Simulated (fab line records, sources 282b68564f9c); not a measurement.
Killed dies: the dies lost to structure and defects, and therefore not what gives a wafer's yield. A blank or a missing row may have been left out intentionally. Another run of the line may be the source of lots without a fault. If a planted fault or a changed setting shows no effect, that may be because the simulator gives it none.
fab line records    flow rit_cmos    part 2 of 2: steps 41 to 53 of 53
[record] lots = 5  wafers = 15  last_day = 7
route steps=202 shown PWELL@39 WELLDRIVE@50 NWELL@51 NRETRO@53 PRETRO@64 GATE@75 FOX2@80
lots with no fault: from the same line, run without faults
start_h: hours from the record's opening day to when the first of the lot's shown wafers began    wait_h: time in hours since the lot's previous step    " unchanged from the row above    L1.1+2: several wafers, shown together as one row    - value missing, or start not given    * or withheld: withheld    < > ~ a bound
route shown NAME@n: a module of which the file shows steps, and the number in the route of the first    usual: mean and standard deviation over wafers with no fault    same: alike in all rows    chamber/n: place in a boat    sites: the reading at each site    _std_site: standard deviation across them    _edge_site: the outer-site mean with the inner-site mean subtracted    radius_mm: how far each site lies from the wafer's centre    mask NAME#n: copy n    behind: the most recent tool/chamber to have shaped the wafer    hold: reason for holding the lot/hours on hold/outcome of the hold    device: names the non-switching transistor (n, p or np)    end of line: tests run on the same wafers once the route is complete    a step given without rows: its recipe and nothing more    killed: not the wafer's yield, but the dies lost to structure and defects at the first sort    map: dies across one wafer; x = killed, . = not, _ = none there
set.NAME: the setting the step ran with; set.NAME@STEP: the setting that earlier step ran with    model.NAME: the simulator's own value behind a step, which no gauge read
lots at selected steps of the route; one table per step, one row per wafer
services: when a tool's chamber went out of use (start_h, in hours from the record's first day, below 0 if earlier), for how many hours, and the reason
[[steps]]
[step RIT_GATE_CLEAN_04]
[recipe] chemistry = dHF  dilution = 50:1  time_s = 60  dry = n2_spin
lot.wafer   tool          chamber  start_h  wait_h
L077.2+4+5  wet_bench-03  0        47.42    0.0
L081.2+3+5  wet_bench-03  0        68.98    0.0
L084.2+3+4  wet_bench-02  3        82.84    0.0
L089.1+3+4  wet_bench-02  0        108.94   0.0
L097.1+4+5  wet_bench-01  3        149.74   0.0
[step RIT_FOX2_THK_MEAS_91]
[recipe] reads = SiO2_of_FOX2_OXIDATION_00
[usual] FIELD_OXIDE_LEFT_2_THK = 255/5.6
lot.wafer  tool           chamber  start_h  wait_h  FIELD_OXIDE_LEFT_2_THK[nm]
L077.2     film_metro-02  -        47.46    0.0     245
L077.4     "              -        "        "       251
L077.5     "              -        "        "       250
L081.2     film_metro-03  -        69.01    0.0     268
L081.3     "              -        "        "       256
L081.5     "              -        "        "       263
L084.2     film_metro-03  -        82.87    0.0     255
L084.3     "              -        "        "       252
L084.4     "              -        "        "       257
L089.1     film_metro-03  -        108.97   0.0     260
L089.3     "              -        "        "       263
L089.4     "              -        "        "       258
L097.1     film_metro-03  -        149.76   0.0     253
L097.4     "              -        "        "       257
L097.5     "              -        "        "       260
[step RIT_GATE_OXIDATION_05]
[recipe] temp_c = 900  ambient = O2  target_thk_a = 30  ox_time_s = 270
[usual] spike_tc_centre_C = 902.6/1.2
lot.wafer  tool        chamber  start_h  wait_h  spike_tc_centre_C
L077.2     furnace-01  0        47.51    0.0     903.6
L077.4     "           0        "        "       903.3
L077.5     "           0        "        "       902.9
L081.2     furnace-03  0        69.06    0.0     903.3
L081.3     "           0        "        "       903.8
L081.5     "           0        "        "       905.9
L084.2     furnace-03  0        82.92    0.0     902.1
L084.3     "           0        "        "       903.8
L084.4     "           0        "        "       904.1
L089.1     furnace-04  0        109.85   0.9     903.4
L089.3     "           0        "        "       901.1
L089.4     "           0        "        "       899.7
L097.1     furnace-03  0        149.82   0.1     903.0
L097.4     "           0        "        "       902.8
L097.5     "           0        "        "       903.0
[step RIT_GATE_ANNEAL_06]
[recipe] temp_c = 900  time_s = 600  ambient = N2O
[usual] spike_tc_centre_C = 902.8/1.2
lot.wafer  tool        chamber  start_h  wait_h  spike_tc_centre_C
L077.2     furnace-03  0        48.94    0.4     904.9
L077.4     "           0        "        "       903.7
L077.5     "           0        "        "       902.9
L081.2     furnace-03  0        70.14    0.0     902.2
L081.3     "           0        "        "       903.0
L081.5     "           0        "        "       904.1
L084.2     furnace-03  0        84.00    0.0     904.1
L084.3     "           0        "        "       902.9
L084.4     "           0        "        "       903.9
L089.1     furnace-04  0        113.47   2.5     900.3
L089.3     "           0        "        "       901.5
L089.4     "           0        "        "       900.4
L097.1     furnace-03  0        152.21   1.3     904.5
L097.4     "           0        "        "       904.5
L097.5     "           0        "        "       901.9
[step RIT_GATE_THK_MEAS_07]
[recipe] reads = SiO2_of_GATE_OXIDATION_05
[usual] GATE_OXIDE_THK = 3.01/0.076
lot.wafer  tool           chamber  start_h  wait_h  GATE_OXIDE_THK[nm]
L077.2     film_metro-04  -        49.20    0.0     2.88
L077.4     "              -        "        "       2.92
L077.5     "              -        "        "       2.94
L081.2     film_metro-04  -        70.40    0.0     3.07
L081.3     "              -        "        "       3.14
L081.5     "              -        "        "       3.05
L084.2     film_metro-04  -        84.26    0.0     2.98
L084.3     "              -        "        "       3.14
L084.4     "              -        "        "       3.19
L089.1     film_metro-02  -        113.72   0.0     3.20
L089.3     "              -        "        "       3.07
L089.4     "              -        "        "       3.14
L097.1     film_metro-03  -        152.46   0.0     2.96
L097.4     "              -        "        "       3.05
L097.5     "              -        "        "       3.00
[step RIT_GATE_CVD_08]
[recipe] material = poly-Si  target_thk_nm = 250  temp_c = 610  precursor = SiH4  time_s = 2220  pressure_mtorr = 300  sih4_flow_sccm = 100
[usual] sih4_flow_sccm = 99.9/0.32  spike_tc_centre_C = 612.3/1.5
lot.wafer  tool      chamber  start_h  wait_h  sih4_flow_sccm  spike_tc_centre_C
L077.2     lpcvd-02  0        52.06    2.9     100.2           611.9
L077.4     "         0        "        "       100.1           613.5
L077.5     "         0        "        "       99.8            615.7
L081.2     lpcvd-02  1        70.45    0.0     99.9            611.8
L081.3     "         1        "        "       99.8            612.3
L081.5     "         1        "        "       100.0           611.8
L084.2     lpcvd-01  0        84.31    0.0     100.1           610.0
L084.3     "         0        "        "       100.0           612.5
L084.4     "         0        "        "       99.7            612.1
L089.1     lpcvd-02  1        113.78   0.1     99.8            611.6
L089.3     "         1        "        "       100.0           611.7
L089.4     "         1        "        "       100.3           609.7
L097.1     lpcvd-02  0        152.52   0.1     100.0           614.3
L097.4     "         0        "        "       99.6            611.5
L097.5     "         0        "        "       100.5           613.1
[step RIT_GATE_THK_MEAS_09]
[recipe] reads = poly-Si_of_GATE_CVD_08
[usual] GATE_POLY_THK = 249.5/2.6
lot.wafer  tool           chamber  start_h  wait_h  GATE_POLY_THK[nm]
L077.2     film_metro-02  -        54.50    0.0     248.2
L077.4     "              -        "        "       246.5
L077.5     "              -        "        "       247.1
L081.2     film_metro-02  -        72.07    0.0     251.1
L081.3     "              -        "        "       251.7
L081.5     "              -        "        "       249.2
L084.2     film_metro-03  -        85.93    0.0     253.9
L084.3     "              -        "        "       253.5
L084.4     "              -        "        "       254.3
L089.1     film_metro-02  -        115.40   0.0     251.8
L089.3     "              -        "        "       251.6
L089.4     "              -        "        "       252.6
L097.1     film_metro-04  -        154.14   0.0     255.6
L097.4     "              -        "        "       253.9
L097.5     "              -        "        "       255.0
[step RIT_GATE_HMDS_10]
[recipe] prime_time_s = 60  prime_temp_c = 140
[same] prime_time_s = 60
lot.wafer   tool            chamber  start_h  wait_h
L077.2+4+5  litho_track-01  0        54.57    0.1
L081.2+3+5  litho_track-04  0        72.15    0.1
L084.2+3+4  litho_track-03  0        86.01    0.1
L089.1+3+4  litho_track-03  0        115.46   0.1
L097.1+4+5  litho_track-04  0        154.20   0.1
[step RIT_GATE_COAT_11]
[recipe] resist = NOVOLAK  spin_rpm = 4250  resist_thk_nm = 850
lot.wafer   tool            chamber  start_h  wait_h
L077.2+4+5  litho_track-01  0        54.72    0.1
L081.2+3+5  litho_track-04  0        72.30    0.1
L084.2+3+4  litho_track-03  0        86.16    0.1
L089.1+3+4  litho_track-03  0        115.61   0.1
L097.1+4+5  litho_track-04  0        154.35   0.1
[step RIT_GATE_SOFTBAKE_12]
[recipe] resist = NOVOLAK  temp_c = 90  time_s = 60
lot.wafer   tool            chamber  start_h  wait_h
L077.2+4+5  litho_track-01  0        54.87    0.1
L081.2+3+5  litho_track-04  0        72.45    0.1
L084.2+3+4  litho_track-03  0        86.31    0.1
L089.1+3+4  litho_track-03  0        115.76   0.1
L097.1+4+5  litho_track-04  0        154.50   0.1
[step RIT_GATE_EXPOSE_13]
[recipe] mask_id = M6  na = 0.6  source_shape = conventional  sigma_outer = 0.6  target_cd_nm = 150  dose_mj = 380
lot.wafer   tool              chamber  start_h  wait_h  mask
L077.2+4+5  iline_stepper-02  0        55.02    0.1     M6#0
L081.2+3+5  iline_stepper-02  0        72.72    0.2     M6#0
L084.2+3+4  iline_stepper-02  0        86.58    0.2     M6#0
L089.1+3+4  iline_stepper-02  0        116.04   0.2     M6#0
L097.1+4+5  iline_stepper-02  0        154.77   0.2     M6#0
[step RIT_GATE_PEB_14]
[recipe] resist = NOVOLAK  temp_c = withheld  time_s = withheld
lot.wafer   tool            chamber  start_h  wait_h
L077.2+4+5  litho_track-03  0        55.14    0.1
L081.2+3+5  litho_track-01  0        73.04    0.3
L084.2+3+4  litho_track-03  0        86.70    0.1
L089.1+3+4  litho_track-01  0        116.15   0.1
L097.1+4+5  litho_track-04  0        154.89   0.1
[step RIT_GATE_DEVELOP_15]
[recipe] resist = NOVOLAK  develop_time_s = 50  dev_temp_c = 23
lot.wafer   tool            chamber  start_h  wait_h
L077.2+4+5  litho_track-03  0        -        -
L081.2+3+5  litho_track-01  0        -        -
L084.2+3+4  litho_track-03  0        -        -
L089.1+3+4  litho_track-01  0        -        -
L097.1+4+5  litho_track-04  0        -        -
[[services]]
tool              chamber  start_h  hours  kind
implanter-01      -        15.22    1.2    repair
furnace-04        -        24.18    2.3    pm
iline_stepper-01  -        27.39    4.4    pm
plasma_asher-02   -        40.67    2.8    pm
lpcvd-01          -        46.34    14.6   pm
furnace-03        -        49.35    3.3    pm
plasma_asher-03   -        57.75    28.1   pm
implanter-02      -        63.05    8.7    repair
iline_stepper-02  -        64.92    4.4    pm
implanter-04      -        66.61    0.9    repair
implanter-02      -        71.75    4.6    pm
lpcvd-01          -        74.55    0.8    repair
implanter-02      -        74.58    5.2    repair
implanter-03      -        75.54    5.0    repair
implanter-03      -        85.00    4.1    repair
implanter-04      -        89.28    13.6   repair
implanter-02      -        94.75    9.8    pm
wet_bench-01      -        102.91   1.9    pm
furnace-03        -        105.20   3.5    pm
plasma_asher-01   -        111.83   4.1    repair
furnace-03        -        120.08   1.6    pm
implanter-03      -        121.39   1.0    repair
implanter-01      -        128.43   8.8    repair
furnace-01        -        147.97   3.5    pm
